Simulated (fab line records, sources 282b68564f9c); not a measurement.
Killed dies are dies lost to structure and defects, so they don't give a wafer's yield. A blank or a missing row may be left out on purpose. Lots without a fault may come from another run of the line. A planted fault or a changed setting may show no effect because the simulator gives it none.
Tool commonality check | flow rit_cmos | 14 lots, 42 wafers sampled

WHY IT WAS OPENED
At RIT_NLDD_TW_MEAS_10 the reading NLDD_TW is flagged on 2 of 14 lots. Wafers without a fault read 2488, standard deviation 20.
Rule: a lot is flagged when every wafer of it that has a number lies more than 4 standard deviations from that mean, or none has a number. The other lots count as sound.

lot  | measured    | on            | NLDD_TW, wafer by wafer | flag
L102 | day 3 07:28 | film_metro-01 | 2469 2480 2459          |
L103 | day 3 10:06 | film_metro-02 | 2498 2498 2497          |
L104 | day 3 12:40 | film_metro-01 | 2466 2483 2461          |
L106 | day 4 00:20 | film_metro-04 | 2481 2473 2494          |
L107 | day 4 03:25 | film_metro-01 | 2468 2451 2473          |
L110 | day 4 22:59 | film_metro-04 | 2498 2495 2476          |
L111 | day 5 01:25 | film_metro-04 | 2484 2489 2477          |
L112 | day 5 11:03 | film_metro-04 | 2489 2492 2483          |
L114 | day 5 14:43 | film_metro-04 | 2318 2323 2315          | FLAGGED
L115 | day 6 04:23 | film_metro-02 | 2365 2367 2367          | FLAGGED
L121 | day 7 13:14 | film_metro-02 | 2521 2516 2531          |
L123 | day 7 18:47 | film_metro-02 | 2530 2530 2525          |
L122 | day 7 21:10 | film_metro-04 | 2486 2485 2495          |
L124 | day 8 00:31 | film_metro-04 | 2495 2478 2486          |
The numbers of the flagged lots are 2342 on average: -146 against the usual, or -7 standard deviations.

WHICH TOOL RAN EACH LOT
The record holds 1 process step before the reading, out of a route of 202 steps. In each cell: the tool, then ch and the chambers that the sampled wafers went through, then the start.
lot  | flag    | RIT_NLDD_IMPLANT_08
L102 |         | implanter-03 ch 0, day 3 07:10
L103 |         | implanter-02 ch 0, day 3 09:47
L104 |         | implanter-02 ch 0, day 3 12:21
L106 |         | implanter-03 ch 0, day 4 00:03
L107 |         | implanter-03 ch 0, day 4 03:05
L110 |         | implanter-02 ch 0, day 4 22:40
L111 |         | implanter-03 ch 0, day 5 01:05
L112 |         | implanter-03 ch 0, day 5 10:44
L114 | FLAGGED | implanter-03 ch 0, day 5 14:24
L115 | FLAGGED | implanter-03 ch 0, day 6 04:05
L121 |         | implanter-01 ch 0, day 7 12:58
L123 |         | implanter-02 ch 0, day 7 18:28
L122 |         | implanter-02 ch 0, day 7 20:50
L124 |         | implanter-02 ch 0, day 8 00:11
What these steps do:
- RIT_NLDD_IMPLANT_08
- RIT_NLDD_TW_MEAS_10

FLAGGED OVER TOTAL, TOOL BY TOOL (the gauges that took the reading come last)
step                | tool          | lots run | flagged | share of the flagged lots | sound lots run after its first flagged lot
RIT_NLDD_IMPLANT_08 | implanter-01  | 1        | 0       | none                      | -
RIT_NLDD_IMPLANT_08 | implanter-02  | 6        | 0       | none                      | -
RIT_NLDD_IMPLANT_08 | implanter-03  | 7        | 2       | all                       | 0
RIT_NLDD_TW_MEAS_10 | film_metro-01 | 3        | 0       | none                      | -
RIT_NLDD_TW_MEAS_10 | film_metro-02 | 4        | 1       | some                      | 2 (L121,L123)
RIT_NLDD_TW_MEAS_10 | film_metro-04 | 7        | 1       | some                      | 2 (L122,L124)

WHAT THE TABLE ALLOWS
1 row of the table ran every flagged lot: implanter-03 at RIT_NLDD_IMPLANT_08.
- implanter-03 at RIT_NLDD_IMPLANT_08: 2 of its 7 lots flagged. Its last sound lot is L112 (day 5 10:44), its first flagged lot L114 (day 5 14:24): a fault that began between those two fits.
One tool is left: implanter-03 at RIT_NLDD_IMPLANT_08.

WHAT THE SIMULATOR HAD PUT IN
Process parameter drift: implanter-03, from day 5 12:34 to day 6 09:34, at RIT_NLDD_IMPLANT_08. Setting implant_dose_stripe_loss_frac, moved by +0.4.
Lots struck among those shown: L114, L115. The rule above found the same.
